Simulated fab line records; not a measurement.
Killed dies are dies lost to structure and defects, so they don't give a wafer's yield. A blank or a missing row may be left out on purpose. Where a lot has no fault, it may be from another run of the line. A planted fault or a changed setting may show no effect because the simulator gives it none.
fab line records -- flow ritCmos
[record] lots = 6, wafers = 18, lastDay = 7
route steps=202 shown PRETRO@72 GATE@75 FOX2@80
lots untouched by any fault: they come from a run of this same line in which no faults occurred
startH: hours from the record's opening day to when the first of the lot's shown wafers began -- waitH: time in hours since the lot's previous step -- " unchanged from the row above -- L1.1+2: a single row standing in for several wafers -- - value missing, or start not given -- * or withheld: withheld -- < > ~ a bound
route shown NAME@n: NAME is a module with steps in the file, n the number in the route of the first one -- usual: mean/standard deviation of fault-free wafers -- same: alike in all rows -- chamber/n: place in a boat -- sites: the reading at each site -- _std_site: the standard deviation of these -- _edge_site: mean of outer sites minus mean of inner sites -- radiusMm: for every site, how far away it sits from the centre of the wafer -- mask NAME#n: copy n -- behind: the last tool/chamber to shape the wafer -- hold: the reason the lot was held/the length of the hold in hours/how it ended -- device: transistor that didn't switch, given as n, p or np -- end of line: the route-end tests of the same wafers -- step lacking rows: just its recipe -- killed: dies that structure and defects cost at the first sort, which is not the same as the wafer's yield -- map: per-die view of a wafer (x killed, . not killed, _ where there is no die)
set.NAME: the setting as run; set.NAME@STEP: as run at that earlier step -- model.NAME: the simulator's own value behind a step, which no gauge read
lots at some steps of the route; a table a step, a row a wafer
services: a tool's chamber out of use, with start hour (startH, from the record's first day; less than 0 if before it), hours out, and reason
[[steps]]
[step RIT_PRETRO_IMPLANT_08]
[recipe] species = B, energyKev = 45.5, doseCm2 = 1.2e+13, tiltDeg = 7
[step RIT_PRETRO_STRIP_09]
[recipe] chemistry = O2, timeS = 180, resist = NOVOLAK, platenTempC = withheld, powerW = 500, pressureMtorr = 4000, o2FlowSccm = 4000
[usual] drypumpMotorCurrentA = 6.1/0.41
lot.wafer,tool,chamber,startH,waitH,drypumpMotorCurrentA,rfHoursCounterH
L427.4,plasmaAsher-03,1,72.09,0.1,5.6,-
L427.5,plasmaAsher-03,1,72.09,0.1,5.6,-
L427.6,plasmaAsher-03,0,72.09,0.1,6.3,-
L437.2,plasmaAsher-03,1,121.00,0.1,5.6,1
L437.4,plasmaAsher-03,1,121.00,0.1,5.6,-
L437.5,plasmaAsher-03,0,121.00,0.1,6.3,-
L438.2,plasmaAsher-03,0,127.72,0.1,6.3,1
L438.3,plasmaAsher-03,1,127.72,0.1,5.6,-
L438.4,plasmaAsher-03,0,127.72,0.1,6.3,-
L439.1,plasmaAsher-02,0,131.60,0.1,6.4,33
L439.2,plasmaAsher-02,1,131.60,0.1,5.5,33
L439.6,plasmaAsher-02,0,131.60,0.1,6.4,-
L440.4,plasmaAsher-02,1,137.59,0.1,5.5,-
L440.5,plasmaAsher-02,0,137.59,0.1,6.4,-
L440.6,plasmaAsher-02,1,137.59,0.1,5.5,-
L441.3,plasmaAsher-02,0,142.12,0.1,6.5,-
L441.5,plasmaAsher-02,1,142.12,0.1,5.6,-
L441.6,plasmaAsher-02,0,142.12,0.1,6.4,-
[step RIT_PRETRO_TW_MEAS_10]
[usual] PRETRO_TW = 473/3.5
lot.wafer,tool,chamber,startH,waitH,PRETRO_TW
L427.4,filmMetro-01,-,72.24,0.1,467
L427.5,filmMetro-01,-,72.24,0.1,467
L427.6,filmMetro-01,-,72.24,0.1,470
L437.2,filmMetro-04,-,121.18,0.1,475
L437.4,filmMetro-04,-,121.18,0.1,476
L437.5,filmMetro-04,-,121.18,0.1,477
L438.2,filmMetro-01,-,127.90,0.1,473
L438.3,filmMetro-01,-,127.90,0.1,474
L438.4,filmMetro-01,-,127.90,0.1,473
L439.1,filmMetro-04,-,131.78,0.1,476
L439.2,filmMetro-04,-,131.78,0.1,476
L439.6,filmMetro-04,-,131.78,0.1,476
L440.4,filmMetro-01,-,137.74,0.1,476
L440.5,filmMetro-01,-,137.74,0.1,473
L440.6,filmMetro-01,-,137.74,0.1,475
L441.3,filmMetro-04,-,142.26,0.1,473
L441.5,filmMetro-04,-,142.26,0.1,472
L441.6,filmMetro-04,-,142.26,0.1,475
[step RIT_GATE_WET_ETCH_00]
[recipe] chemistry = BOE, target = SiO2, targetDepthNm = 56, timeS = 60, dry = n2Spin, dilution = 10:1, tempC = 21.5
[step RIT_GATE_CLEAN_01]
[recipe] chemistry = SC1, mix = 3:3:50, timeS = 600, tempC = 75
[step RIT_GATE_CLEAN_02]
[recipe] chemistry = dHF, dilution = 50:1, timeS = 30
[step RIT_GATE_CLEAN_03]
[recipe] chemistry = SC2, mix = 3:3:50, timeS = 600, tempC = 75, dry = n2Spin
[step RIT_GATE_CLEAN_04]
[recipe] chemistry = dHF, dilution = 50:1, timeS = 60, dry = n2Spin
[step RIT_FOX2_THK_MEAS_91]
[recipe] reads = SiO2_of_FOX2_OXIDATION_00
[usual] FIELD_OXIDE_LEFT_2_THK = 259/7.1
lot.wafer,tool,chamber,startH,waitH,FIELD_OXIDE_LEFT_2_THK[nm]
L427.4,filmMetro-02,-,72.74,0.0,253
L427.5,filmMetro-02,-,72.74,0.0,265
L427.6,filmMetro-02,-,72.74,0.0,256
L437.2,filmMetro-02,-,121.76,0.0,269
L437.4,filmMetro-02,-,121.76,0.0,267
L437.5,filmMetro-02,-,121.76,0.0,262
L438.2,filmMetro-04,-,128.90,0.0,247
L438.3,filmMetro-04,-,128.90,0.0,251
L438.4,filmMetro-04,-,128.90,0.0,250
L439.1,filmMetro-03,-,132.74,0.0,243
L439.2,filmMetro-03,-,132.74,0.0,241
L439.6,filmMetro-03,-,132.74,0.0,236
L440.4,filmMetro-03,-,138.26,0.0,266
L440.5,filmMetro-03,-,138.26,0.0,262
L440.6,filmMetro-03,-,138.26,0.0,265
L441.3,filmMetro-02,-,142.82,0.0,267
L441.5,filmMetro-02,-,142.82,0.0,260
L441.6,filmMetro-02,-,142.82,0.0,262
[step RIT_GATE_OXIDATION_05]
[recipe] tempC = 900, ambient = O2, targetThkA = 30, oxTimeS = 270
[step RIT_GATE_ANNEAL_06]
[recipe] tempC = 900, timeS = 600, ambient = N2O
[step RIT_GATE_THK_MEAS_07]
[recipe] reads = SiO2_of_GATE_OXIDATION_05
[usual] GATE_OXIDE_THK = 3.01/0.064
lot.wafer,tool,chamber,startH,waitH,GATE_OXIDE_THK[nm]
L427.4,filmMetro-03,-,75.32,0.0,3.01
L427.5,filmMetro-03,-,75.32,0.0,3.05
L427.6,filmMetro-03,-,75.32,0.0,2.96
L437.2,filmMetro-04,-,123.14,0.0,2.94
L437.4,filmMetro-04,-,123.14,0.0,2.96
L437.5,filmMetro-04,-,123.14,0.0,2.90
L438.2,filmMetro-04,-,130.28,0.0,2.93
L438.3,filmMetro-04,-,130.28,0.0,2.94
L438.4,filmMetro-04,-,130.28,0.0,2.83
L439.1,filmMetro-02,-,134.94,0.0,3.05
L439.2,filmMetro-02,-,134.94,0.0,3.04
L439.6,filmMetro-02,-,134.94,0.0,3.01
L440.4,filmMetro-03,-,140.06,0.0,2.95
L440.5,filmMetro-03,-,140.06,0.0,3.04
L440.6,filmMetro-03,-,140.06,0.0,2.99
L441.3,filmMetro-04,-,144.20,0.0,2.88
L441.5,filmMetro-04,-,144.20,0.0,2.88
L441.6,filmMetro-04,-,144.20,0.0,2.88
[step RIT_GATE_CVD_08]
[recipe] material = poly-Si, targetThkNm = 250, tempC = 610, precursor = SiH4, timeS = 2220, pressureMtorr = 307.3, sih4FlowSccm = 100
[usual] spikeTcCentreC = 613.0/1.3
lot.wafer,tool,chamber,startH,waitH,spikeTcCentreC,model.poly-Si_of_GATE_CVD_08.thkNm
L427.4,lpcvd-01,1,75.35,0.0,613.2,255
L427.5,lpcvd-01,1,75.35,0.0,612.6,257.9
L427.6,lpcvd-01,1,75.35,0.0,613.2,258.5
L437.2,lpcvd-02,1,123.19,0.0,614.6,254.1
L437.4,lpcvd-02,1,123.19,0.0,614.2,254.4
L437.5,lpcvd-02,1,123.19,0.0,615.5,255.7
L438.2,lpcvd-02,0,130.33,0.0,610.8,254.2
L438.3,lpcvd-02,0,130.33,0.0,612.5,252.8
L438.4,lpcvd-02,0,130.33,0.0,612.3,256.2
L439.1,lpcvd-01,0,135.00,0.1,610.7,348.1
L439.2,lpcvd-01,0,135.00,0.1,613.2,347.2
L439.6,lpcvd-01,0,135.00,0.1,613.9,347
L440.4,lpcvd-01,1,140.09,0.0,612.3,351.2
L440.5,lpcvd-01,1,140.09,0.0,612.7,350
L440.6,lpcvd-01,1,140.09,0.0,611.4,349.7
L441.3,lpcvd-02,1,144.24,0.0,615.2,258
L441.5,lpcvd-02,1,144.24,0.0,613.9,255.4
L441.6,lpcvd-02,1,144.24,0.0,615.5,256.1
[step RIT_GATE_THK_MEAS_09]
[recipe] reads = poly-Si_of_GATE_CVD_08
[usual] GATE_POLY_THK = 253.9/2.6
lot.wafer,tool,chamber,startH,waitH,GATE_POLY_THK[nm]
L427.4,filmMetro-03,-,76.99,0.0,255.2
L427.5,filmMetro-03,-,76.99,0.0,257.8
L427.6,filmMetro-03,-,76.99,0.0,258.4
L437.2,filmMetro-02,-,124.82,0.0,254.1
L437.4,filmMetro-02,-,124.82,0.0,254.2
L437.5,filmMetro-02,-,124.82,0.0,255.6
L438.2,filmMetro-03,-,131.96,0.0,254.3
L438.3,filmMetro-03,-,131.96,0.0,252.7
L438.4,filmMetro-03,-,131.96,0.0,256.2
L439.1,filmMetro-02,-,136.62,0.0,348.2
L439.2,filmMetro-02,-,136.62,0.0,347.3
L439.6,filmMetro-02,-,136.62,0.0,347.2
L440.4,filmMetro-02,-,141.74,0.0,350.9
L440.5,filmMetro-02,-,141.74,0.0,350.0
L440.6,filmMetro-02,-,141.74,0.0,349.9
L441.3,filmMetro-02,-,145.88,0.0,257.8
L441.5,filmMetro-02,-,145.88,0.0,255.5
L441.6,filmMetro-02,-,145.88,0.0,256.2
[step RIT_GATE_HMDS_10]
[recipe] primeTimeS = 60, primeTempC = 140
[step RIT_GATE_COAT_11]
[recipe] resist = NOVOLAK, spinRpm = 4250, resistThkNm = 850
[step RIT_GATE_SOFTBAKE_12]
[recipe] resist = NOVOLAK, tempC = 90, timeS = 60
[step RIT_GATE_EXPOSE_13]
[recipe] maskId = M6, na = 0.6, sourceShape = conventional, sigmaOuter = 0.6, targetCdNm = 150, doseMj = 374.9
[step RIT_GATE_PEB_14]
[recipe] resist = NOVOLAK, tempC = withheld, timeS = withheld
[step RIT_GATE_DEVELOP_15]
[recipe] resist = NOVOLAK, developTimeS = 50, devTempC = 23
[step RIT_GATE_CD_MEAS_16]
[recipe] targetCdNm = 150
[usual] cdNm = 150.6/2.4
lot.wafer,tool,chamber,startH,waitH,cdNm
L427.4,cdSem-01,-,77.93,-,147.8
L427.5,cdSem-01,-,77.93,-,147.4
L427.6,cdSem-01,-,77.93,-,149.5
L437.2,cdSem-02,-,125.74,-,150.3
L437.4,cdSem-02,-,125.74,-,152.3
L437.5,cdSem-02,-,125.74,-,151.9
L438.2,cdSem-01,-,132.88,-,148.7
L438.3,cdSem-01,-,132.88,-,147.4
L438.4,cdSem-01,-,132.88,-,147.5
L439.1,cdSem-01,-,137.81,-,154.8
L439.2,cdSem-01,-,137.81,-,152.0
L439.6,cdSem-01,-,137.81,-,151.3
L440.4,cdSem-01,-,142.81,-,153.1
L440.5,cdSem-01,-,142.81,-,151.2
L440.6,cdSem-01,-,142.81,-,152.2
L441.3,cdSem-01,-,146.81,-,146.0
L441.5,cdSem-01,-,146.81,-,146.5
L441.6,cdSem-01,-,146.81,-,144.7
[step RIT_GATE_OVL_MEAS_17]
[usual] GATE_OVL = 0.1/1.5
lot.wafer,tool,chamber,startH,waitH,GATE_OVL[nm]
L427.4,overlay-01,-,78.01,0.1,2.4
L427.5,overlay-01,-,78.01,0.1,2.0
L427.6,overlay-01,-,78.01,0.1,0.1
L437.2,overlay-02,-,125.84,0.1,1.5
L437.4,overlay-02,-,125.84,0.1,-0.7
L437.5,overlay-02,-,125.84,0.1,1.5
L438.2,overlay-01,-,132.98,0.1,-1.1
L438.3,overlay-01,-,132.98,0.1,-1.2
L438.4,overlay-01,-,132.98,0.1,-0.7
L439.1,overlay-02,-,137.93,0.1,-1.9
L439.2,overlay-02,-,137.93,0.1,-2.0
L439.6,overlay-02,-,137.93,0.1,0.6
L440.4,overlay-02,-,142.88,0.1,1.3
L440.5,overlay-02,-,142.88,0.1,-2.2
L440.6,overlay-02,-,142.88,0.1,-1.0
L441.3,overlay-02,-,146.90,0.1,-1.7
L441.5,overlay-02,-,146.90,0.1,-4.3
L441.6,overlay-02,-,146.90,0.1,-1.7
[step RIT_GATE_HARDBAKE_18]
[recipe] resist = NOVOLAK, tempC = 140, timeS = 60
[step RIT_GATE_ETCH_19]
[recipe] chemistry = SF6/CHF3/O2, timeS = 165, SF6_flow_sccm = 30, CHF3_flow_sccm = 30, O2_flow_sccm = 5, target = poly-Si, pressureMtorr = 40, rfW = 160, targetDepthA = 3125, overEtchFrac = 0.25, stopOn = SiO2
[usual] CHF3_flow_sccm = 29.99/0.093, drypumpMotorCurrentA = 5.7/0.48, heBacksideLeakSccm = 2.51/0.28, oesProductAu = 0.856/0.016, throttleValvePct = 10.31/0.16
lot.wafer,tool,chamber,startH,waitH,CHF3_flow_sccm,drypumpMotorCurrentA,heBacksideLeakSccm,oesProductAu,rfHoursCounterH,throttleValvePct,model.GATE.featureDepthNm,model.etch.depthNm
L427.4,rieSi-02,2,78.18,0.1,29.82,6.1,2.48,0.869,0,10.30,255,255
L427.5,rieSi-02,2,78.18,0.1,29.89,6.2,2.38,0.884,-,10.30,257.9,257.9
L427.6,rieSi-02,3,78.18,0.1,29.99,5.1,2.48,0.881,-,10.18,258.5,258.5
L437.2,rieSi-02,3,126.02,0.1,30.18,5.1,2.42,0.869,103,10.17,254.1,254.1
L437.4,rieSi-02,0,126.02,0.1,29.93,6.3,2.42,0.856,42,10.31,254.4,254.4
L437.5,rieSi-02,2,126.02,0.1,29.86,6.1,2.39,0.876,-,10.30,255.7,255.7
L438.2,rieSi-01,0,133.16,0.1,29.97,4.9,2.79,0.867,40,10.46,254.2,254.2
L438.3,rieSi-01,2,133.16,0.1,30.04,6.0,2.36,0.837,2,10.35,252.8,252.8
L438.4,rieSi-01,3,133.16,0.1,30.09,5.9,2.26,0.851,69,10.05,256.2,256.2
L439.1,rieSi-02,2,138.11,0.1,30.07,6.2,2.47,1.059,1,10.32,329.3,329.3
L439.2,rieSi-02,1,138.11,0.1,30.02,5.7,2.18,0.988,31,10.57,321.2,321.2
L439.6,rieSi-02,0,138.11,0.1,30.05,6.3,2.35,0.998,-,10.30,316.1,316.1
L440.4,rieSi-01,2,143.05,0.1,30.09,6.0,2.29,0.969,3,10.36,306.6,306.6
L440.5,rieSi-01,2,143.05,0.1,30.10,6.0,2.37,0.967,-,10.35,306.7,306.7
L440.6,rieSi-01,1,143.05,0.1,30.04,5.1,2.92,1.016,-,10.23,320.4,320.4
L441.3,rieSi-02,2,147.07,0.1,30.06,6.2,2.55,0.883,1,10.29,258,258
L441.5,rieSi-02,2,147.07,0.1,30.05,6.2,2.43,0.871,-,10.29,255.4,255.4
L441.6,rieSi-02,1,147.07,0.1,29.94,5.7,2.45,0.835,-,10.57,256.1,256.1
[step RIT_GATE_STRIP_20]
[recipe] chemistry = O2, timeS = 180, resist = NOVOLAK, platenTempC = withheld, powerW = 500, pressureMtorr = 4000, o2FlowSccm = 4000
[usual] drypumpMotorCurrentA = 6.2/0.44
lot.wafer,tool,chamber,startH,waitH,drypumpMotorCurrentA,rfHoursCounterH
L427.4,plasmaAsher-04,0,78.35,0.1,5.8,-
L427.5,plasmaAsher-04,1,78.35,0.1,5.4,-
L427.6,plasmaAsher-04,0,78.35,0.1,5.8,-
L437.2,plasmaAsher-01,1,126.13,0.1,6.4,48
L437.4,plasmaAsher-01,1,126.13,0.1,6.4,-
L437.5,plasmaAsher-01,1,126.13,0.1,6.4,-
L438.2,plasmaAsher-01,1,133.27,0.1,6.4,49
L438.3,plasmaAsher-01,0,133.27,0.1,6.6,-
L438.4,plasmaAsher-01,1,133.27,0.1,6.4,-
L439.1,plasmaAsher-02,0,138.22,0.1,6.4,34
L439.2,plasmaAsher-02,1,138.22,0.1,5.6,34
L439.6,plasmaAsher-02,1,138.22,0.1,5.5,-
L440.4,plasmaAsher-01,1,143.22,0.1,6.4,-
L440.5,plasmaAsher-01,1,143.22,0.1,6.4,-
L440.6,plasmaAsher-01,0,143.22,0.1,6.6,-
L441.3,plasmaAsher-01,0,147.24,0.1,6.5,-
L441.5,plasmaAsher-01,1,147.24,0.1,6.4,-
L441.6,plasmaAsher-01,0,147.24,0.1,6.5,-
[[services]]
tool,chamber,startH,hours,kind
plasmaAsher-03,-,52.92,0.6,repair
plasmaAsher-01,-,76.21,2.8,pm
rieSi-01,1,87.89,-,clean
rieSi-01,1,87.89,25.8,scheduledDown
rieSi-01,1,87.89,25.8,ventCycle
rieSi-02,-,95.57,0.3,repair
plasmaAsher-03,-,108.80,9.0,pm
plasmaAsher-03,0,108.80,9.0,ventCycle
plasmaAsher-03,1,108.80,9.0,ventCycle
plasmaAsher-02,-,110.74,10.5,repair
plasmaAsher-03,0,117.80,-,clean
plasmaAsher-03,1,117.80,-,clean
plasmaAsher-04,-,125.93,8.0,repair
rieSi-02,-,126.49,1.6,repair
[[key]]
[firstSign] step = RIT_GATE_THK_MEAS_09, reading = GATE_POLY_THK, direction = up, sigmas = 37, usual = 253.9, struck = 348.9
[effect] step = RIT_GATE_ETCH_19, reading = oesProductAu, direction = up, sigmas = 9, usual = 0.856, struck = 0.999
[modelEffect] step = RIT_GATE_CVD_08, value = poly-Si_of_GATE_CVD_08.thkNm, without = 254.1, struck = 348.9
[modelEffect] step = RIT_GATE_ETCH_19, value = GATE.featureDepthNm, without = 254.1, struck = 316.7
metAt RIT_GATE_CVD_08
struckWafers L439.1,L439.2,L439.6,L440.4,L440.5,L440.6
laterRowsLeftOut L439.1,L439.2,L439.6,L440.4,L440.5,L440.6
sortLeftOut L439.1,L439.2,L439.6,L440.4,L440.5,L440.6
testerLeftOut L439,L440
onsetBetween 75.35 135.00
[fault] kind = processParameterDrift, tool = lpcvd-01, chamber = -, onsetH = 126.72, steps = RIT_GATE_CVD_08, channel = targetThkNm, offset = 93.621, shape = step, endH = 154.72, actsIn = theseRecipesOnly, stated = 250
// testerLeftOut: of these lots the tester's yield and bins aren't shown, on N5 and GAA mostly nor the transistor test; their killed dies are dies lost to structure and defects alone, not to doping, threshold or leakage, so they don't give the yield
// sortLeftOut: the simulated sort isn't trusted on such a fault, so these wafers' sort isn't shown, and their yield isn't known
// laterRowsLeftOut: the simulator's readings of these wafers behind a module that went badly wrong aren't trusted and aren't shown, but for the sort
